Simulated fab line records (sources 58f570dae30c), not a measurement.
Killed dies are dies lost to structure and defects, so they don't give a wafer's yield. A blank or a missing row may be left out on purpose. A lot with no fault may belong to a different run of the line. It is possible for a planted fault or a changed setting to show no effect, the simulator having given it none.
Split-lot experiment :: flow berkeley_cmos170 :: on a route of 331 steps: 5 lots, 23 wafers read

THE SPLIT
At UCB170_NVT_IMPLANT_07, the setting dose_cm2 was moved away from the recipe's 3e+12 on 8 of the 23 wafers read, by -6.8% to +3.9%. All remaining wafers had this setting at the recipe value.

THE PATH FROM SPLIT TO READING: the file shows 1 step between them
- UCB170_NVT_STRIP_08: strips in O2

THE READING
NVT_TW, at UCB170_NVT_TW_MEAS_09. On this fab line, fault-free wafers typically give 524 with a standard deviation of 5.4.

wafer: L076.1
tool, chamber at the split: implanter-04, 0
dose_cm2 as run: 3e+12
against the recipe: recipe
NVT_TW: 514
against lot-mates on the recipe: -

wafer: L076.2
tool, chamber at the split: implanter-04, 0
dose_cm2 as run: 3.117e+12
against the recipe: +3.9%
NVT_TW: 526
against lot-mates on the recipe: +10

wafer: L076.4
tool, chamber at the split: implanter-04, 0
dose_cm2 as run: 3.117e+12
against the recipe: +3.9%
NVT_TW: 523
against lot-mates on the recipe: +7

wafer: L076.5
tool, chamber at the split: implanter-04, 0
dose_cm2 as run: 3.117e+12
against the recipe: +3.9%
NVT_TW: 524
against lot-mates on the recipe: +8

wafer: L076.6
tool, chamber at the split: implanter-04, 0
dose_cm2 as run: 3e+12
against the recipe: recipe
NVT_TW: 518
against lot-mates on the recipe: -

wafer: L077.1
tool, chamber at the split: implanter-01, 0
dose_cm2 as run: 3e+12
against the recipe: recipe
NVT_TW: 523
against lot-mates on the recipe: -

wafer: L077.3
tool, chamber at the split: implanter-01, 0
dose_cm2 as run: 3e+12
against the recipe: recipe
NVT_TW: 518
against lot-mates on the recipe: -

wafer: L077.5
tool, chamber at the split: implanter-01, 0
dose_cm2 as run: 3e+12
against the recipe: recipe
NVT_TW: 522
against lot-mates on the recipe: -

wafer: L078.1
tool, chamber at the split: implanter-01, 0
dose_cm2 as run: 2.942e+12
against the recipe: -1.9%
NVT_TW: 519
against lot-mates on the recipe: -2

wafer: L078.2
tool, chamber at the split: implanter-01, 0
dose_cm2 as run: 3e+12
against the recipe: recipe
NVT_TW: 520
against lot-mates on the recipe: -

wafer: L078.4
tool, chamber at the split: implanter-01, 0
dose_cm2 as run: 2.942e+12
against the recipe: -1.9%
NVT_TW: 518
against lot-mates on the recipe: -2

wafer: L078.5
tool, chamber at the split: implanter-01, 0
dose_cm2 as run: 2.942e+12
against the recipe: -1.9%
NVT_TW: 520
against lot-mates on the recipe: +0

wafer: L078.6
tool, chamber at the split: implanter-01, 0
dose_cm2 as run: 3e+12
against the recipe: recipe
NVT_TW: 521
against lot-mates on the recipe: -

wafer: L081.1
tool, chamber at the split: implanter-01, 0
dose_cm2 as run: 2.797e+12
against the recipe: -6.8%
NVT_TW: 516
against lot-mates on the recipe: -13

wafer: L081.2
tool, chamber at the split: implanter-01, 0
dose_cm2 as run: 3e+12
against the recipe: recipe
NVT_TW: 526
against lot-mates on the recipe: -

wafer: L081.3
tool, chamber at the split: implanter-01, 0
dose_cm2 as run: 3e+12
against the recipe: recipe
NVT_TW: 528
against lot-mates on the recipe: -

wafer: L081.5
tool, chamber at the split: implanter-01, 0
dose_cm2 as run: 3e+12
against the recipe: recipe
NVT_TW: 532
against lot-mates on the recipe: -

wafer: L081.6
tool, chamber at the split: implanter-01, 0
dose_cm2 as run: 2.797e+12
against the recipe: -6.8%
NVT_TW: 515
against lot-mates on the recipe: -14

wafer: L084.1
tool, chamber at the split: implanter-01, 0
dose_cm2 as run: 3e+12
against the recipe: recipe
NVT_TW: 520
against lot-mates on the recipe: -

wafer: L084.3
tool, chamber at the split: implanter-01, 0
dose_cm2 as run: 3e+12
against the recipe: recipe
NVT_TW: 521
against lot-mates on the recipe: -

wafer: L084.4
tool, chamber at the split: implanter-01, 0
dose_cm2 as run: 3e+12
against the recipe: recipe
NVT_TW: 517
against lot-mates on the recipe: -

wafer: L084.5
tool, chamber at the split: implanter-01, 0
dose_cm2 as run: 3e+12
against the recipe: recipe
NVT_TW: 517
against lot-mates on the recipe: -

wafer: L084.6
tool, chamber at the split: implanter-01, 0
dose_cm2 as run: 3e+12
against the recipe: recipe
NVT_TW: 521
against lot-mates on the recipe: -

FIT RESULTS
A straight line over all 23 wafers: NVT_TW changes by +0.848 for each +1% of dose_cm2; r = +0.50; the points scatter about the line by 3.8.
The same after taking each lot's own level away (the mean of its wafers on the recipe; 23 wafers): +1.94 for each +1%; r = +0.94; scatter 1.9.
According to that fit, moving dose_cm2 by its largest amount changes the reading by 13.
Measured against the standard deviation above, the lots' own levels, which go from 516.0 to 528.7, span 2.3 times it.
So the lot-to-lot level blurs the effect unless lot-mates are compared.
Check: for one of the wafers moved furthest among these (-6.8%), held out of the fit, the line's prediction against its lot-mates is -12.7. It came out at -12.7 against them.

OTHER SPLITS APPLIED TO THESE WAFERS
Note: prior to the reading, these wafers also went through further splits. Each is held against what the fit with the lots' levels taken away leaves over:
other split on the same wafers: UCB170_ZERO_COAT_01 spin_rpm
wafers away from the commonest value: 5
r with NVT_TW (lot level and that fit taken away): -0.15

other split on the same wafers: UCB170_NWELL_CVD_04 temp_c
wafers away from the commonest value: 18
r with NVT_TW (lot level and that fit taken away): -0.18

other split on the same wafers: UCB170_PWELL_OXIDATION_02 temp_c
wafers away from the commonest value: 18
r with NVT_TW (lot level and that fit taken away): +0.10

other split on the same wafers: UCB170_PWELL_CVD_05 time_s
wafers away from the commonest value: 15
r with NVT_TW (lot level and that fit taken away): -0.22

other split on the same wafers: UCB170_PWELL_IMPLANT_15 energy_kev
wafers away from the commonest value: 8
r with NVT_TW (lot level and that fit taken away): +0.23

other split on the same wafers: UCB170_ACTIVE_COAT_08 resist_thk_nm
wafers away from the commonest value: 11
r with NVT_TW (lot level and that fit taken away): +0.07

FILE'S OWN FIT
NVT_TW changes by +1.94 for each +1% of dose_cm2, r = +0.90.
